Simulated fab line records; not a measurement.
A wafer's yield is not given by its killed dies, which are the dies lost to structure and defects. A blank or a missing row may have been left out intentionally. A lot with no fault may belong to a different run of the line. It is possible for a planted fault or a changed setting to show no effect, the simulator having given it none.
Comparing a struck lot with a sound one + flow rit-cmos + 26 steps out of a route of 202
Sound: wafers L579.1, L579.5, L579.6. The struck wafers were L589.2, L589.4, L589.5. The cause comes at the end.
Each step with rows lists, per side, the tool, then ch with its chambers, then its first start. Under that, the readings that differ: sound wafers + struck wafers + difference of the means + sigmas: that difference in standard deviations of wafers without a fault.
alike: words and numbers the same on both sides, and readings whose means are apart by under 2 such deviations; not compared: readings that were withheld, readings missing a value for some wafer, numbers with overlapping values and no deviation given by the record, and bounds like >300 which may hide the same value.
Wherever a step has rows on one side only, a row that says differs or no value, or a row with sigmas, the two part there. When numbers do not overlap yet have no deviation, they are printed without sigmas and do not part them. Lack of a reading on every wafer of one side parts them only where that side has two or more wafers.

first, 1 step without rows for these wafers: RIT_SPACER_CVD_03 (deposits Si3N4 from SiH2Cl2/NH3, target thk 250 nm, time 3300 s).
RIT_SPACER_THK_MEAS_04:
  struck on film-metro-02, day 5 09:20; sound on film-metro-03, day 3 04:25
| reading                 | sound             | struck            | difference | sigmas |
|-------------------------|-------------------|-------------------|------------|--------|
| SPACER_NITRIDE_THK (nm) | 252.7 252.5 254.5 | 245.9 245.6 246.5 | -7.2       | -2     |
RIT_SPACER_ETCHBACK_05: etches Si3N4 in SF6/CHF3, stops on SiO2, target depth 250 nm, time 240 s.
  sound on rie-diel-03 ch 1,2,3, day 3 04:29; struck on rie-diel-04 ch 2,3, day 5 09:23
  alike: drypump-motor-current-A, oes-product-au, throttle-valve-pct
  not compared: rf-hours-counter-h
then, 6 steps without rows for these wafers: RIT_NSD_HMDS_00 (prime time 60 s); RIT_NSD_COAT_01 (resist thk 1000 nm); RIT_NSD_SOFTBAKE_02 (time 60 s); RIT_NSD_EXPOSE_03 (exposes mask M9, target cd 40700 nm); RIT_NSD_PEB_04; RIT_NSD_DEVELOP_05 (develop time 50 s).
RIT_NSD_OVL_MEAS_06:
  struck on overlay-01, day 5 10:24; sound on overlay-01, day 3 05:41
  alike: NSD_OVL
then, 2 steps without rows for these wafers: RIT_NSD_HARDBAKE_07 (time 60 s); RIT_NSD_IMPLANT_08.
RIT_NSD_STRIP_09: strips in O2, time 180 s.
  sound on plasma-asher-03 ch 0,1, day 3 06:01; struck on plasma-asher-03 ch 1, day 5 10:44
  no value came back on the struck wafers for chamber-pressure-mTorr (mTorr), drypump-motor-current-A (A); on the sound wafers chamber-pressure-mTorr (mTorr) reads 4003 3999 3995
| reading                                  | sound | struck            | difference | sigmas |
|------------------------------------------|-------|-------------------|------------|--------|
| model.NOVOLAK_of_NSD_COAT_01.thk-nm (nm) | 0 0 0 | 881.4 882.3 877.2 | +880.3     |        |
  not compared: rf-hours-counter-h
RIT_NSD_TW_MEAS_10:
  struck on film-metro-01, day 5 10:55; sound on film-metro-04, day 3 06:12
  alike: NSD_TW
then, 6 steps without rows for these wafers: RIT_PSD_HMDS_00 (prime time 60 s); RIT_PSD_COAT_01 (resist thk 1000 nm); RIT_PSD_SOFTBAKE_02 (time 60 s); RIT_PSD_EXPOSE_03 (exposes mask M10, target cd 40900 nm); RIT_PSD_PEB_04; RIT_PSD_DEVELOP_05 (develop time 50 s).
RIT_PSD_OVL_MEAS_06:
  struck on overlay-02, day 5 11:56; sound on overlay-01, day 3 07:07
  alike: PSD_OVL
then, 2 steps without rows for these wafers: RIT_PSD_HARDBAKE_07 (time 60 s); RIT_PSD_IMPLANT_08.
RIT_PSD_STRIP_09: strips in O2, time 180 s.
  sound on plasma-asher-02 ch 0,1, day 3 07:26; struck on plasma-asher-01 ch 0, day 5 12:16
  alike: chamber-pressure-mTorr, drypump-motor-current-A
  not compared: rf-hours-counter-h
RIT_PSD_TW_MEAS_10:
  struck on film-metro-02, day 5 12:28; sound on film-metro-01, day 3 07:37
| reading | sound          | struck   | difference | sigmas      |
|---------|----------------|----------|------------|-------------|
| PSD_TW  | 3392 3394 3402 | 30 30 30 | -3366      | -99 or more |
then, 1 step without rows for these wafers: RIT_SDANNEAL_CLEAN_00 (cleans in SC1, time 600 s).

## WHERE THEY PART
At RIT_SPACER_THK_MEAS_04 first; at RIT_PSD_TW_MEAS_10 last (within this record only).

WHY: what the simulator had put in
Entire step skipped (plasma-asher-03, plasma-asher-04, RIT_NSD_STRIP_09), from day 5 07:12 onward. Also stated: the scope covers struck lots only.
